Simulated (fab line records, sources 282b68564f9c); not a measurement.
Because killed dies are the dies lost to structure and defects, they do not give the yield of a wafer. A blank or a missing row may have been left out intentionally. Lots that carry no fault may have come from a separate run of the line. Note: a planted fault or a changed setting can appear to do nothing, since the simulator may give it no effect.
A struck lot beside a sound one    flow rit cmos    18 steps out of a route of 202
Sound: these wafers, L678.2, L678.5, L678.6. Struck: wafers L690.2, L690.6 (left out: L690.4, a lot-mate that was not struck); the cause follows at the end.
Order at every step that has rows: each side's tool, ch and its chambers, its first start. Under that, the readings that differ: sound wafers    struck wafers    difference of the means    sigmas: that difference in standard deviations of wafers without a fault.
alike: words and numbers the same on both sides, and readings whose means are apart by under 2 such deviations; not compared: readings that were withheld, readings missing a value for some wafer, numbers with overlapping values and no deviation given by the record, and bounds like >300 which may hide the same value.
A row with sigmas, a row that says differs or no value, or rows on one side alone: a step with any of these is where the two part. Numbers that don't overlap but have no deviation are shown without sigmas and don't part them. A reading missing from all wafers of one side parts the sides only when that side holds two or more wafers.

RIT_M1_SPUTTER_00: material Al, target thk 400 nm, time 500 s.
  sound on pvd sputter-02 at day 4 23:01; struck on pvd sputter-02 at day 7 07:28
  alike: throttle valve pct
RIT_M1_RS_MEAS_01: uses a four-point probe to measure.
  sound on film metro-01 at day 4 23:20; struck on film metro-04 at day 7 07:47
  alike: M1_AL_RS
RIT_M1_THK_MEAS_02: measures by xrf.
  sound on film metro-01 at day 4 23:26; struck on film metro-04 at day 7 07:53
reading         sound        struck   difference  sigmas
M1_AL_THK (nm)  388 390 386  402 399  +12         +2
then, 6 steps without rows for these wafers: RIT_M1_HMDS_03 (prime time 60 s); RIT_M1_COAT_04 (resist thk 1300 nm); RIT_M1_SOFTBAKE_05 (time 60 s); RIT_M1_EXPOSE_06 (exposes mask M12, target cd 2600 nm); RIT_M1_PEB_07; RIT_M1_DEVELOP_08 (develop time 68 s).
RIT_M1_CD_MEAS_09: target cd 2600 nm.
  sound on cd sem-01 at day 5 00:31; struck on cd sem-01 at day 7 08:58
  alike: cd nm
RIT_M1_OVL_MEAS_10:
  sound on overlay-02 at day 5 00:37; struck on overlay-01 at day 7 09:05
  alike: M1_OVL
then, 1 step without rows for these wafers: RIT_M1_HARDBAKE_11 (time 120 s).
RIT_M1_METAL_ETCH_12: etches Al in Cl2/BCl3, stops on SiO2, time 165 s, target depth 600 nm.
  sound on rie metal-04 ch 0,1, day 5 00:54; struck on rie metal-01 ch 0, day 7 09:22
reading                                  sound              struck       difference  sigmas
oes product au (a.u.)                    0.787 0.781 0.761  0.732 0.723  -0.049      -4
rf fwd power W (W)                       249.0 248.4 247.9  149.6 148.8  -99.2       -99 or more
model.NOVOLAK_of_M1_COAT_04.thk nm (nm)  815.2 810.1 809.6  936.8 942.9  +128.2      
model.M1.feature depth nm (nm)           425.7 429.7 426.1  365.3 365.4  -61.8       
model.etch.depth nm (nm)                 393.9 397.7 393.6  365.3 365.4  -29.7       
  alike: bcl3 flow sccm, drypump motor current A, throttle valve pct
  not compared: rf hours counter h
then, 1 step without rows for these wafers: RIT_M1_STRIP_13 (strips in nmp, time 600 s).
RIT_M1_STRIP_14: strips in O2, time 180 s.
  sound on plasma asher-01 ch 0,1, day 5 01:14; struck on plasma asher-04 ch 0,1, day 7 09:41
  alike: drypump motor current A
  not compared: rf hours counter h
RIT_M1_CD_MEAS_90: target cd 2600 nm.
  sound on cd sem-01 at day 5 01:26; struck on cd sem-02 at day 7 09:53
reading     sound                 struck         difference  sigmas
cd nm (nm)  2602.6 2601.1 2602.1  2611.0 2614.2  +10.7       +4
then, 1 step without rows for these wafers: RIT_M1_ANNEAL_15 (time 1800 s).
RIT_M1_PROBE_99:
  sound on prober-02 at day 5 04:49; struck on prober-01 at day 7 11:40
reading                                sound                 struck       difference  sigmas
defect limited yield (%)               98.5 98.5 98.9        0 0          -99         -90
killed_at_M0_to_M3                     0 0 0                 256 259      +258        
killed at contacts                     0 0 0                 0 1          +0          +2
killed dies                            4 4 3                 264 264      +260        +87
killed on rim                          0 0 0                 70 70        +70         +47
sort_bin_5_function (%)                0.4 0.8 0.4           98.5 98.9    +98.2       +99 or more
sort n pass                            260 260 261           0 0          -260        -87
sort yield pct (%)                     98.5 98.5 98.9        0 0          -99         -90
model.etest.tester.sort n pass         260 260 261           0 0          -260        
model.etest.tester.sort yield pct (%)  98.48 98.48 98.86     0 0          -99         
model.etest.tester.sort_bin_5_pct (%)  0.3788 0.7576 0.3788  98.48 98.86  +98.16      
model.etest.contact to gate.short      0 0 0                 1 1          +1          
model.etest.diode nplus comb.short     0 0 0                 1 1          +1          
model.etest.iso nwell nwell.short      0 0 0                 1 1          +1          
model.etest.pldd.short                 0 0 0                 1 1          +1          
model.etest.pmos_0p3.over limit        0 0 0                 1 1          +1          
  alike: killed at front end, killed open, killed short, sort_bin_3_pad_short, sort_bin_6_memory

== WHERE THEY PART ==
At RIT_M1_THK_MEAS_02 first; at RIT_M1_PROBE_99 last (within this record only).

WHY: whatever the simulator had introduced
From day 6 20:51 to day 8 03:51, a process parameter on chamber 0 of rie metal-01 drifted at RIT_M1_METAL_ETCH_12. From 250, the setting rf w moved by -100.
